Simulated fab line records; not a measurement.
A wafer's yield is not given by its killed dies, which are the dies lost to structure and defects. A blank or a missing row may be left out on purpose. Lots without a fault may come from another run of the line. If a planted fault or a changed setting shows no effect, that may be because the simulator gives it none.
A lot that was struck, set against a sound lot :: flow berkeleyCmos170 :: 16 out of 331 route steps
Sound: these wafers, L282.2, L282.3, L282.4. The struck wafers were L288.2, L288.3, L288.5. At the end, the cause is stated.
Each step with rows lists, per side, the tool, then ch with its chambers, then its first start. Under that, the readings that differ: sound wafers :: struck wafers :: difference of the means :: sigmas: that difference in standard deviations of wafers without a fault.
alike: readings whose means differ by less than 2 such deviations, and words and numbers that are the same on both sides. not compared: withheld readings, readings that some wafer has no value for, bounds like >300 that may hide the same value, and numbers for which the record gives no deviation and whose values overlap.
Wherever a step has rows on one side only, a row that says differs or no value, or a row with sigmas, the two part there. Numbers that have no deviation but don't overlap get no sigmas and don't part them. A reading missing from all wafers of one side parts the sides only when that side holds two or more wafers.

first, 2 steps without rows for these wafers: UCB170_M2_COAT_05 (resist thk 900 nm); UCB170_M2_SOFTBAKE_06 (time 60 s).
UCB170_M2_STRIP_07: strips in O2.
  sound on plasmaAsher-01 ch 0,1, day 10 03:47; struck on plasmaAsher-02 ch 0,1, day 11 16:17
reading: stripTimeToEndpointS (s)
sound: 21.81 21.80 21.85
struck: 21.98 21.98 21.96
difference: +0.15
sigmas: +2
  alike: drypumpMotorCurrentA, o2FlowSccm, oesProductAu
  not compared: rfHoursCounterH
then, 7 steps without rows for these wafers: UCB170_M2_STRIP_08 (strips KrF in DMSO, time 600 s); UCB170_M2_COAT_09; UCB170_M2_COAT_10 (resist thk 900 nm); UCB170_M2_SOFTBAKE_11 (time 60 s); UCB170_M2_EXPOSE_12 (exposes mask METAL2, target cd 700 nm); UCB170_M2_PEB_13; UCB170_M2_DEVELOP_14 (develop time 45 s).
UCB170_M2_CD_MEAS_15: target cd 700 nm.
  sound on cdSem-02 at day 10 05:05; struck on cdSem-02 at day 11 19:53
  alike: cdNm
UCB170_M2_OVL_MEAS_16:
  sound on overlay-02 at day 10 05:12; struck on overlay-01 at day 11 19:59
  alike: M2_OVL
UCB170_M2_ETCH_17: etches BARC in N2/H2.
  sound on rieDiel-01 ch 0,1,3, day 10 05:14; struck on rieDiel-01 ch 2,3, day 11 20:01
  no value came back on the struck wafers for any of 5 readings (biasW (W), chamberPressureMTorr (mTorr) and others); on the sound wafers biasW (W) reads 99.7 99.9 100.2
UCB170_M2_METAL_ETCH_18: etches Al in Cl2/BCl3, stops on SiO2, target depth 1170 nm, time 195 s.
  sound on rieMetal-01 ch 0,1, day 10 05:16; struck on rieMetal-03 ch 0, day 11 20:04
reading: oesProductAu (a.u.)
sound: 0.843 0.861 0.867
struck: 0.383 0.387 0.382
difference: -0.473
sigmas: -34
  alike: bcl3FlowSccm, biasW, drypumpMotorCurrentA, throttleValvePct
  not compared: rfHoursCounterH
UCB170_M2_STRIP_19: strips in O2.
  sound on plasmaAsher-02 ch 0,1, day 10 05:28; struck on plasmaAsher-04 ch 0,1, day 11 20:15
  alike: drypumpMotorCurrentA, o2FlowSccm, oesProductAu
  not compared: rfHoursCounterH
UCB170_M2_CD_MEAS_90: target cd 700 nm.
  sound on cdSem-01 at day 10 05:35; struck on cdSem-02 at day 11 20:22
reading: cdNm (nm)
sound: 705 703 692
struck: - - -
difference: no value on the struck wafers
sigmas: 

## WHERE THEY PART
Last at UCB170_M2_CD_MEAS_90 as far as this record goes, first at UCB170_M2_STRIP_07.

WHY: what the simulator had put in
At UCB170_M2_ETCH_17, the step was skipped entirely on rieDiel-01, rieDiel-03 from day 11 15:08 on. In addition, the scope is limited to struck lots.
